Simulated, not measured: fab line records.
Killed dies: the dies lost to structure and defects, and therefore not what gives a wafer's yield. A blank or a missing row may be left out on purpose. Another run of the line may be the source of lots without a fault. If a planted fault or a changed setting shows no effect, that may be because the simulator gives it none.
fab line records	flow rit_cmos	part 1 of 2: steps 1 to 31 of 44
record lots=5	wafers=15	last_day=7
route steps=202 shown PWELL@45 WELLDRIVE@50 NWELL@51 NRETRO@53 PRETRO@64 GATE@75 FOX2@80
lots with no fault: from the same line, run without faults
start_h: hours from the record's first day to the start of the lot's first wafer shown	wait_h: how many hours have passed since the lot's step before this one	" identical to the entry in the row above	L1.1+2: a single row standing in for several wafers	- no value present, or no start provided	* or withheld: withheld	< > ~ a bound
route shown NAME@n: a module of which the file shows steps, and the number in the route of the first	usual: the fault-free wafers' mean and standard deviation	same: alike in all rows	chamber/n: place in a boat	sites: readings site by site	_std_site: how widely they spread, as a standard deviation	_edge_site: mean of outer sites minus mean of inner sites	radius_mm: how far each site lies from the wafer's centre	mask NAME#n: copy n	behind: tool/chamber where the wafer was last shaped	hold: what put the lot on hold/how long, in hours/how the hold closed	device: which transistor (n, p or np) failed to switch	end of line: tests run on the same wafers once the route is complete	a step given without rows: its recipe and nothing more	killed: dies lost to structure and defects at the first sort, not the wafer's yield	map: the dies of a wafer, with x for killed, . for not killed, _ for no die there
set.NAME: the setting that was run; set.NAME@STEP: the one run at that earlier step	model.NAME: the simulator's own value behind a step, which no gauge read
lots at selected steps of the route; one table per step, one row per wafer
services: the hour from which a tool's chamber was out of use, counted from the record's first day as start_h (under 0 if before that day), plus the number of hours and why
## steps
# step RIT_PWELL_OVL_MEAS_06
# usual PWELL_OVL=0.2/1.2
lot.wafer	tool	chamber	start_h	wait_h	PWELL_OVL[nm]
L075.1	overlay-01	-	28.08	-	2.4
L075.5	"	-	"	"	0.9
L075.6	"	-	"	"	1.9
L085.2	overlay-02	-	76.99	-	-1.1
L085.5	"	-	"	"	-2.2
L085.6	"	-	"	"	-0.3
L092.2	overlay-02	-	112.02	-	-0.6
L092.3	"	-	"	"	-0.1
L092.5	"	-	"	"	0.3
L093.1	overlay-02	-	118.50	-	0.7
L093.2	"	-	"	"	1.9
L093.6	"	-	"	"	3.6
L095.1	overlay-02	-	127.37	-	0.6
L095.2	"	-	"	"	-0.5
L095.4	"	-	"	"	-0.4
# step RIT_PWELL_HARDBAKE_07
# recipe resist=NOVOLAK	temp_c=140	time_s=120
lot.wafer	tool	chamber	start_h	wait_h
L075.1+5+6	litho_track-01	0	28.11	0.0
L085.2+5+6	litho_track-03	0	77.07	0.1
L092.2+3+5	litho_track-04	0	112.09	0.1
L093.1+2+6	litho_track-01	0	118.54	0.0
L095.1+2+4	litho_track-03	0	127.40	0.0
# step RIT_PWELL_IMPLANT_08
# recipe species=B	energy_kev=170	dose_cm2=7e+13	tilt_deg=7
# usual faraday_current_uA=222/4
lot.wafer	tool	chamber	start_h	wait_h	faraday_current_uA
L075.1	implanter-03	0	28.36	0.2	214
L075.5	"	0	"	"	226
L075.6	"	0	"	"	215
L085.2	implanter-01	0	77.30	0.2	225
L085.5	"	0	"	"	224
L085.6	"	0	"	"	227
L092.2	implanter-03	0	112.32	0.2	218
L092.3	"	0	"	"	220
L092.5	"	0	"	"	226
L093.1	implanter-02	0	118.79	0.2	224
L093.2	"	0	"	"	220
L093.6	"	0	"	"	226
L095.1	implanter-02	0	127.65	0.2	220
L095.2	"	0	"	"	220
L095.4	"	0	"	"	222
# step RIT_PWELL_STRIP_09
# recipe chemistry=O2	time_s=180	resist=NOVOLAK	platen_temp_c=withheld	power_w=500	pressure_mtorr=4000	o2_flow_sccm=4000
# usual drypump_motor_current_A=5.8/0.51	rf_refl_power_W=6.6/1.7
lot.wafer	tool	chamber	start_h	wait_h	drypump_motor_current_A	rf_hours_counter_h	rf_refl_power_W
L075.1	plasma_asher-04	0	28.51	0.1	6.3	41	8.2
L075.5	"	0	"	"	6.3	-	8.1
L075.6	"	1	"	"	6.3	-	5.6
L085.2	plasma_asher-04	1	77.42	0.1	6.3	46	5.5
L085.5	"	1	"	"	6.3	-	5.5
L085.6	"	0	"	"	6.3	-	8.2
L092.2	plasma_asher-01	0	112.45	0.1	5.8	31	4.6
L092.3	"	1	"	"	4.9	-	5.1
L092.5	"	0	"	"	5.7	-	4.6
L093.1	plasma_asher-01	1	118.94	0.1	4.9	32	5.4
L093.2	"	0	"	"	5.8	32	5.0
L093.6	"	1	"	"	4.9	-	5.5
L095.1	plasma_asher-04	0	127.80	0.1	6.3	52	8.0
L095.2	"	1	"	"	6.3	52	5.4
L095.4	"	1	"	"	6.3	-	5.4
# step RIT_PWELL_TW_MEAS_10
# usual PWELL_TW=954/6.8
lot.wafer	tool	chamber	start_h	wait_h	PWELL_TW
L075.1	film_metro-03	-	28.69	0.1	957
L075.5	"	-	"	"	960
L075.6	"	-	"	"	960
L085.2	film_metro-02	-	77.61	0.1	954
L085.5	"	-	"	"	950
L085.6	"	-	"	"	956
L092.2	film_metro-02	-	112.63	0.1	951
L092.3	"	-	"	"	954
L092.5	"	-	"	"	952
L093.1	film_metro-02	-	119.12	0.1	959
L093.2	"	-	"	"	955
L093.6	"	-	"	"	959
L095.1	film_metro-02	-	127.98	0.1	950
L095.2	"	-	"	"	944
L095.4	"	-	"	"	953
# step RIT_WELLDRIVE_ANNEAL_00
# recipe temp_c=1100	time_s=14700	ambient=N2
# usual zone_power_load_pct=41/5.1
lot.wafer	tool	chamber	start_h	wait_h	zone_power_load_pct
L075.1	furnace-04	0	28.75	0.1	47
L075.5	"	0	"	"	47
L075.6	"	0	"	"	47
L085.2	furnace-02	0	77.66	0.0	36
L085.5	"	0	"	"	36
L085.6	"	0	"	"	36
L092.2	furnace-03	0	112.75	0.1	37
L092.3	"	0	"	"	38
L092.5	"	0	"	"	38
L093.1	furnace-04	0	119.18	0.1	47
L093.2	"	0	"	"	47
L093.6	"	0	"	"	47
L095.1	furnace-04	0	128.87	0.9	47
L095.2	"	0	"	"	47
L095.4	"	0	"	"	46
# step RIT_WELLDRIVE_RS_MEAS_01
# recipe thk_meas_gauge=four-point-probe
# usual NWELL_RS=275.2/0.75
lot.wafer	tool	chamber	start_h	wait_h	NWELL_RS[ohm/sq]
L075.1	film_metro-02	-	33.83	0.0	275.1
L075.5	"	-	"	"	275.6
L075.6	"	-	"	"	275.9
L085.2	film_metro-02	-	82.76	0.0	275.8
L085.5	"	-	"	"	275.8
L085.6	"	-	"	"	276.2
L092.2	film_metro-03	-	117.86	0.0	277.0
L092.3	"	-	"	"	276.3
L092.5	"	-	"	"	277.2
L093.1	film_metro-02	-	124.26	0.0	274.9
L093.2	"	-	"	"	274.5
L093.6	"	-	"	"	274.4
L095.1	film_metro-03	-	133.95	0.0	274.9
L095.2	"	-	"	"	275.4
L095.4	"	-	"	"	274.9
# step RIT_WELLDRIVE_RS_MEAS_02
# recipe thk_meas_gauge=four-point-probe
# usual PWELL_RS=429.4/1.1
lot.wafer	tool	chamber	start_h	wait_h	PWELL_RS[ohm/sq]
L075.1	film_metro-02	-	33.95	0.1	429.6
L075.5	"	-	"	"	428.2
L075.6	"	-	"	"	429.4
L085.2	film_metro-02	-	82.88	0.1	429.4
L085.5	"	-	"	"	430.1
L085.6	"	-	"	"	429.3
L092.2	film_metro-03	-	117.98	0.1	430.9
L092.3	"	-	"	"	429.2
L092.5	"	-	"	"	429.8
L093.1	film_metro-02	-	124.38	0.1	429.5
L093.2	"	-	"	"	428.6
L093.6	"	-	"	"	428.3
L095.1	film_metro-03	-	134.07	0.1	429.7
L095.2	"	-	"	"	430.3
L095.4	"	-	"	"	428.3
# step RIT_NRETRO_HMDS_00
# recipe prime_time_s=60	prime_temp_c=140
# usual prime_temp_c=140.00/0.13
lot.wafer	tool	chamber	start_h	wait_h	prime_temp_c
L075.1	litho_track-03	0	34.07	0.1	140.07
L075.5	"	0	"	"	139.82
L075.6	"	0	"	"	139.84
L085.2	litho_track-02	0	83.01	0.1	140.09
L085.5	"	0	"	"	140.13
L085.6	"	0	"	"	140.01
L092.2	litho_track-03	0	118.10	0.1	139.94
L092.3	"	0	"	"	139.88
L092.5	"	0	"	"	139.73
L093.1	litho_track-02	0	124.50	0.1	139.93
L093.2	"	0	"	"	139.83
L093.6	"	0	"	"	139.95
L095.1	litho_track-03	0	134.19	0.1	139.99
L095.2	"	0	"	"	140.10
L095.4	"	0	"	"	140.02
# step RIT_NRETRO_COAT_01
# recipe resist=NOVOLAK	spin_rpm=2000	resist_thk_nm=1300
lot.wafer	tool	chamber	start_h	wait_h
L075.1+5+6	litho_track-03	0	34.22	0.1
L085.2+5+6	litho_track-02	0	83.16	0.1
L092.2+3+5	litho_track-03	0	118.25	0.1
L093.1+2+6	litho_track-02	0	124.65	0.1
L095.1+2+4	litho_track-03	0	134.34	0.1
# step RIT_NRETRO_SOFTBAKE_02
# recipe resist=NOVOLAK	temp_c=90	time_s=60
lot.wafer	tool	chamber	start_h	wait_h
L075.1+5+6	litho_track-03	0	34.37	0.1
L085.2+5+6	litho_track-02	0	83.31	0.1
L092.2+3+5	litho_track-03	0	118.40	0.1
L093.1+2+6	litho_track-02	0	124.80	0.1
L095.1+2+4	litho_track-03	0	134.49	0.1
# step RIT_NRETRO_EXPOSE_03
# recipe mask_id=M4	na=0.57	target_cd_nm=43900	dose_mj=250
# usual reticle_temp_C=23.00/0.1
lot.wafer	tool	chamber	start_h	wait_h	mask	reticle_temp_C
L075.1	iline_stepper-01	0	34.65	0.2	M4#0	23.04
L075.5	"	0	"	"	M4#0	23.05
L075.6	"	0	"	"	M4#0	22.87
L085.2	iline_stepper-01	0	83.45	0.1	M4#0	22.78
L085.5	"	0	"	"	M4#0	23.02
L085.6	"	0	"	"	M4#0	23.27
L092.2	iline_stepper-02	0	118.69	0.3	M4#0	23.08
L092.3	"	0	"	"	M4#0	23.00
L092.5	"	0	"	"	M4#0	23.09
L093.1	iline_stepper-01	0	125.07	0.2	M4#0	22.88
L093.2	"	0	"	"	M4#0	22.99
L093.6	"	0	"	"	M4#0	22.88
L095.1	iline_stepper-02	0	134.64	0.1	M4#0	23.08
L095.2	"	0	"	"	M4#0	22.90
L095.4	"	0	"	"	M4#0	23.04
# step RIT_NRETRO_PEB_04
# recipe resist=NOVOLAK	temp_c=withheld	time_s=withheld
lot.wafer	tool	chamber	start_h	wait_h
L075.1+5+6	litho_track-02	0	34.76	0.1
L085.2+5+6	litho_track-02	0	83.57	0.1
L092.2+3+5	litho_track-03	0	118.81	0.1
L093.1+2+6	litho_track-02	0	125.19	0.1
L095.1+2+4	litho_track-03	0	134.76	0.1
# step RIT_NRETRO_DEVELOP_05
# recipe resist=NOVOLAK	develop_time_s=68	dev_temp_c=23
# usual developer_temp_C=22.99/0.1
lot.wafer	tool	chamber	start_h	wait_h	developer_temp_C
L075.1	litho_track-02	0	-	-	22.98
L075.5	"	0	"	"	22.92
L075.6	"	0	"	"	23.03
L085.2	litho_track-02	0	-	-	22.98
L085.5	"	0	"	"	23.09
L085.6	"	0	"	"	23.03
L092.2	litho_track-03	0	-	-	22.88
L092.3	"	0	"	"	22.90
L092.5	"	0	"	"	22.91
L093.1	litho_track-02	0	-	-	23.17
L093.2	"	0	"	"	23.08
L093.6	"	0	"	"	23.13
L095.1	litho_track-03	0	-	-	22.88
L095.2	"	0	"	"	22.92
L095.4	"	0	"	"	22.99
# step RIT_NRETRO_OVL_MEAS_06
# usual NRETRO_OVL=0.7/1.7
lot.wafer	tool	chamber	start_h	wait_h	NRETRO_OVL[nm]
L075.1	overlay-02	-	35.08	-	0.8
L075.5	"	-	"	"	-0.8
L075.6	"	-	"	"	1.3
L085.2	overlay-01	-	83.87	-	3.9
L085.5	"	-	"	"	2.1
L085.6	"	-	"	"	3.7
L092.2	overlay-02	-	119.10	-	1.1
L092.3	"	-	"	"	1.0
L092.5	"	-	"	"	2.1
L093.1	overlay-01	-	125.50	-	-0.2
L093.2	"	-	"	"	-1.0
L093.6	"	-	"	"	1.1
L095.1	overlay-01	-	135.07	-	-0.1
L095.2	"	-	"	"	0.6
L095.4	"	-	"	"	-0.9
# step RIT_NRETRO_HARDBAKE_07
# recipe resist=NOVOLAK	temp_c=140	time_s=120
lot.wafer	tool	chamber	start_h	wait_h
L075.1+5+6	litho_track-04	0	35.11	0.0
L085.2+5+6	litho_track-02	0	83.94	0.1
L092.2+3+5	litho_track-04	0	119.17	0.1
L093.1+2+6	litho_track-03	0	125.66	0.1
L095.1+2+4	litho_track-02	0	135.11	0.0
# step RIT_NRETRO_IMPLANT_08
# recipe species=P	energy_kev=70	dose_cm2=1e+13	tilt_deg=7
# usual faraday_current_uA=31.7/0.67
lot.wafer	tool	chamber	start_h	wait_h	faraday_current_uA
L075.1	implanter-04	0	35.36	0.2	31.0
L075.5	"	0	"	"	31.4
L075.6	"	0	"	"	30.7
L085.2	implanter-02	0	84.17	0.2	32.8
L085.5	"	0	"	"	32.5
L085.6	"	0	"	"	32.1
L092.2	implanter-03	0	119.41	0.2	31.5
L092.3	"	0	"	"	31.1
L092.5	"	0	"	"	31.2
L093.1	implanter-04	0	125.91	0.2	32.0
L093.2	"	0	"	"	33.2
L093.6	"	0	"	"	31.3
L095.1	implanter-02	0	135.36	0.2	31.6
L095.2	"	0	"	"	31.0
L095.4	"	0	"	"	31.8
# step RIT_NRETRO_STRIP_09
# recipe chemistry=O2	time_s=180	resist=NOVOLAK	platen_temp_c=withheld	power_w=500	pressure_mtorr=4000	o2_flow_sccm=4000
# usual drypump_motor_current_A=5.8/0.6	rf_refl_power_W=5.9/1.3
lot.wafer	tool	chamber	start_h	wait_h	drypump_motor_current_A	rf_hours_counter_h	rf_refl_power_W
L075.1	plasma_asher-04	0	35.51	0.1	6.3	42	8.2
L075.5	"	0	"	"	6.3	-	8.4
L075.6	"	1	"	"	6.4	-	5.7
L085.2	plasma_asher-04	0	84.30	0.1	6.3	47	8.2
L085.5	"	1	"	"	6.3	-	5.5
L085.6	"	0	"	"	6.3	-	8.2
L092.2	plasma_asher-04	0	119.53	0.1	6.3	51	8.2
L092.3	"	1	"	"	6.4	-	5.3
L092.5	"	1	"	"	6.3	-	5.2
L093.1	plasma_asher-03	1	126.06	0.1	5.9	46	4.8
L093.2	"	0	"	"	4.9	46	6.0
L093.6	"	0	"	"	4.9	-	6.0
L095.1	plasma_asher-01	1	135.51	0.1	4.9	34	5.2
L095.2	"	0	"	"	5.8	34	4.8
L095.4	"	1	"	"	4.9	-	5.4
# step RIT_NRETRO_TW_MEAS_10
# usual NRETRO_TW=1054/6.8
lot.wafer	tool	chamber	start_h	wait_h	NRETRO_TW
L075.1	film_metro-01	-	35.69	0.1	1049
L075.5	"	-	"	"	1046
L075.6	"	-	"	"	1048
L085.2	film_metro-01	-	84.48	0.1	1041
L085.5	"	-	"	"	1042
L085.6	"	-	"	"	1040
L092.2	film_metro-01	-	119.72	0.1	1050
L092.3	"	-	"	"	1050
L092.5	"	-	"	"	1051
L093.1	film_metro-03	-	126.23	0.1	1056
L093.2	"	-	"	"	1055
L093.6	"	-	"	"	1059
L095.1	film_metro-03	-	135.68	0.1	1060
L095.2	"	-	"	"	1059
L095.4	"	-	"	"	1060
# step RIT_PRETRO_HMDS_00
# recipe prime_time_s=60	prime_temp_c=140
# usual prime_temp_c=139.95/0.14
lot.wafer	tool	chamber	start_h	wait_h	prime_temp_c
L075.1	litho_track-01	0	35.75	0.1	139.87
L075.5	"	0	"	"	139.90
L075.6	"	0	"	"	140.06
L085.2	litho_track-01	0	84.56	0.1	140.08
L085.5	"	0	"	"	139.98
L085.6	"	0	"	"	139.88
L092.2	litho_track-02	0	119.79	0.1	139.88
L092.3	"	0	"	"	139.89
L092.5	"	0	"	"	139.94
L093.1	litho_track-02	0	126.29	0.1	140.15
L093.2	"	0	"	"	139.84
L093.6	"	0	"	"	139.95
L095.1	litho_track-02	0	135.81	0.1	139.90
L095.2	"	0	"	"	139.88
L095.4	"	0	"	"	140.13
# step RIT_PRETRO_COAT_01
# recipe resist=NOVOLAK	spin_rpm=2000	resist_thk_nm=1300
lot.wafer	tool	chamber	start_h	wait_h
L075.1+5+6	litho_track-01	0	35.90	0.1
L085.2+5+6	litho_track-01	0	84.71	0.1
L092.2+3+5	litho_track-02	0	119.94	0.1
L093.1+2+6	litho_track-02	0	126.44	0.1
L095.1+2+4	litho_track-02	0	135.96	0.1
# step RIT_PRETRO_SOFTBAKE_02
# recipe resist=NOVOLAK	temp_c=90	time_s=60
lot.wafer	tool	chamber	start_h	wait_h
L075.1+5+6	litho_track-01	0	36.05	0.1
L085.2+5+6	litho_track-01	0	84.86	0.1
L092.2+3+5	litho_track-02	0	120.09	0.1
L093.1+2+6	litho_track-02	0	126.59	0.1
L095.1+2+4	litho_track-02	0	136.11	0.1
# step RIT_PRETRO_EXPOSE_03
# recipe mask_id=M5	na=0.57	target_cd_nm=43700	dose_mj=250
# usual reticle_temp_C=23.04/0.11
lot.wafer	tool	chamber	start_h	wait_h	mask	reticle_temp_C
L075.1	iline_stepper-02	0	36.20	0.1	M5#0	23.03
L075.5	"	0	"	"	M5#0	23.05
L075.6	"	0	"	"	M5#0	22.83
L085.2	iline_stepper-01	0	85.13	0.2	M5#0	22.98
L085.5	"	0	"	"	M5#0	22.99
L085.6	"	0	"	"	M5#0	23.10
L092.2	iline_stepper-01	0	120.35	0.2	M5#0	23.24
L092.3	"	0	"	"	M5#0	23.06
L092.5	"	0	"	"	M5#0	23.10
L093.1	iline_stepper-02	0	126.87	0.2	M5#0	22.98
L093.2	"	0	"	"	M5#0	22.91
L093.6	"	0	"	"	M5#0	23.06
L095.1	iline_stepper-01	0	136.39	0.2	M5#0	22.97
L095.2	"	0	"	"	M5#0	22.92
L095.4	"	0	"	"	M5#0	23.00
# step RIT_PRETRO_PEB_04
# recipe resist=NOVOLAK	temp_c=withheld	time_s=withheld
lot.wafer	tool	chamber	start_h	wait_h
L075.1+5+6	litho_track-04	0	36.36	0.1
L085.2+5+6	litho_track-02	0	85.25	0.1
L092.2+3+5	litho_track-02	0	120.47	0.1
L093.1+2+6	litho_track-02	0	126.98	0.1
L095.1+2+4	litho_track-02	0	136.50	0.1
# step RIT_PRETRO_DEVELOP_05
# recipe resist=NOVOLAK	develop_time_s=68	dev_temp_c=23
# usual developer_temp_C=23.00/0.12
lot.wafer	tool	chamber	start_h	wait_h	developer_temp_C
L075.1	litho_track-04	0	-	-	22.79
L075.5	"	0	"	"	23.07
L075.6	"	0	"	"	22.94
L085.2	litho_track-02	0	-	-	22.99
L085.5	"	0	"	"	23.02
L085.6	"	0	"	"	22.86
L092.2	litho_track-02	0	-	-	22.99
L092.3	"	0	"	"	22.93
L092.5	"	0	"	"	23.05
L093.1	litho_track-02	0	-	-	23.06
L093.2	"	0	"	"	23.01
L093.6	"	0	"	"	23.03
L095.1	litho_track-02	0	-	-	22.82
L095.2	"	0	"	"	22.87
L095.4	"	0	"	"	22.89
# step RIT_PRETRO_OVL_MEAS_06
# usual PRETRO_OVL=2.1/1.3
lot.wafer	tool	chamber	start_h	wait_h	PRETRO_OVL[nm]
L075.1	overlay-01	-	36.68	-	1.6
L075.5	"	-	"	"	0.5
L075.6	"	-	"	"	0.7
L085.2	overlay-02	-	85.54	-	0.9
L085.5	"	-	"	"	1.2
L085.6	"	-	"	"	2.7
L092.2	overlay-01	-	120.76	-	3.5
L092.3	"	-	"	"	3.7
L092.5	"	-	"	"	4.4
L093.1	overlay-01	-	127.30	-	1.8
L093.2	"	-	"	"	2.2
L093.6	"	-	"	"	1.7
L095.1	overlay-02	-	136.82	-	2.4
L095.2	"	-	"	"	0.8
L095.4	"	-	"	"	0.9
# step RIT_PRETRO_HARDBAKE_07
# recipe resist=NOVOLAK	temp_c=140	time_s=120
lot.wafer	tool	chamber	start_h	wait_h
L075.1+5+6	litho_track-01	0	36.71	0.0
L085.2+5+6	litho_track-04	0	85.62	0.1
L092.2+3+5	litho_track-01	0	120.84	0.1
L093.1+2+6	litho_track-04	0	127.33	0.0
L095.1+2+4	litho_track-02	0	136.85	0.0
# step RIT_PRETRO_IMPLANT_08
# recipe species=B	energy_kev=45	dose_cm2=1.2e+13	tilt_deg=7
# usual faraday_current_uA=37.9/0.74
lot.wafer	tool	chamber	start_h	wait_h	faraday_current_uA
L075.1	implanter-03	0	36.96	0.2	37.8
L075.5	"	0	"	"	37.0
L075.6	"	0	"	"	39.2
L085.2	implanter-01	0	85.85	0.2	38.2
L085.5	"	0	"	"	39.0
L085.6	"	0	"	"	38.5
L092.2	implanter-03	0	121.07	0.2	37.3
L092.3	"	0	"	"	37.2
L092.5	"	0	"	"	38.2
L093.1	implanter-01	0	127.58	0.2	38.6
L093.2	"	0	"	"	37.8
L093.6	"	0	"	"	38.8
L095.1	implanter-04	0	137.10	0.2	35.8
L095.2	"	0	"	"	37.7
L095.4	"	0	"	"	38.0
# step RIT_PRETRO_STRIP_09
# recipe chemistry=O2	time_s=180	resist=NOVOLAK	platen_temp_c=withheld	power_w=500	pressure_mtorr=4000	o2_flow_sccm=4000
# usual drypump_motor_current_A=5.4/0.41	rf_refl_power_W=5.8/1.6
lot.wafer	tool	chamber	start_h	wait_h	drypump_motor_current_A	rf_hours_counter_h	rf_refl_power_W
L075.1	plasma_asher-01	0	37.11	0.1	5.8	24	4.7
L075.5	"	1	"	"	4.9	-	5.3
L075.6	"	0	"	"	5.8	-	4.8
L085.2	plasma_asher-01	0	85.97	0.1	5.7	29	5.1
L085.5	"	1	"	"	4.9	-	5.4
L085.6	"	0	"	"	5.8	-	4.9
L092.2	plasma_asher-02	0	121.19	0.1	5.4	0	9.9
L092.3	"	1	"	"	5.5	-	5.5
L092.5	"	1	"	"	5.5	-	5.4
L093.1	plasma_asher-02	0	127.73	0.1	5.4	1	9.9
L093.2	"	1	"	"	5.5	1	5.3
L093.6	"	0	"	"	5.4	-	9.7
L095.1	plasma_asher-03	1	137.25	0.1	5.9	47	4.8
L095.2	"	0	"	"	4.9	47	5.8
L095.4	"	0	"	"	4.9	-	6.2
# step RIT_PRETRO_TW_MEAS_10
# usual PRETRO_TW=476.1/2.7
lot.wafer	tool	chamber	start_h	wait_h	PRETRO_TW
L075.1	film_metro-01	-	37.29	0.1	473.6
L075.5	"	-	"	"	474.1
L075.6	"	-	"	"	472.8
L085.2	film_metro-01	-	86.16	0.1	475.5
L085.5	"	-	"	"	475.6
L085.6	"	-	"	"	472.5
L092.2	film_metro-01	-	121.38	0.1	471.0
L092.3	"	-	"	"	474.1
L092.5	"	-	"	"	472.9
L093.1	film_metro-04	-	127.91	0.1	478.2
L093.2	"	-	"	"	475.2
L093.6	"	-	"	"	477.3
L095.1	film_metro-02	-	137.43	0.1	474.9
L095.2	"	-	"	"	473.2
L095.4	"	-	"	"	473.7
# step RIT_GATE_WET_ETCH_00
# recipe chemistry=BOE	target=SiO2	target_depth_nm=56	time_s=60	dry=n2_spin	dilution=10:1	temp_c=21.5
lot.wafer	tool	chamber	start_h	wait_h
L075.1+5+6	wet_bench-04	0	37.35	0.1
L085.2+5+6	wet_bench-02	1	86.21	0.0
L092.2+3+5	wet_bench-03	0	121.43	0.0
L093.1+2+6	wet_bench-04	0	127.97	0.1
L095.1+2+4	wet_bench-03	3	137.49	0.1
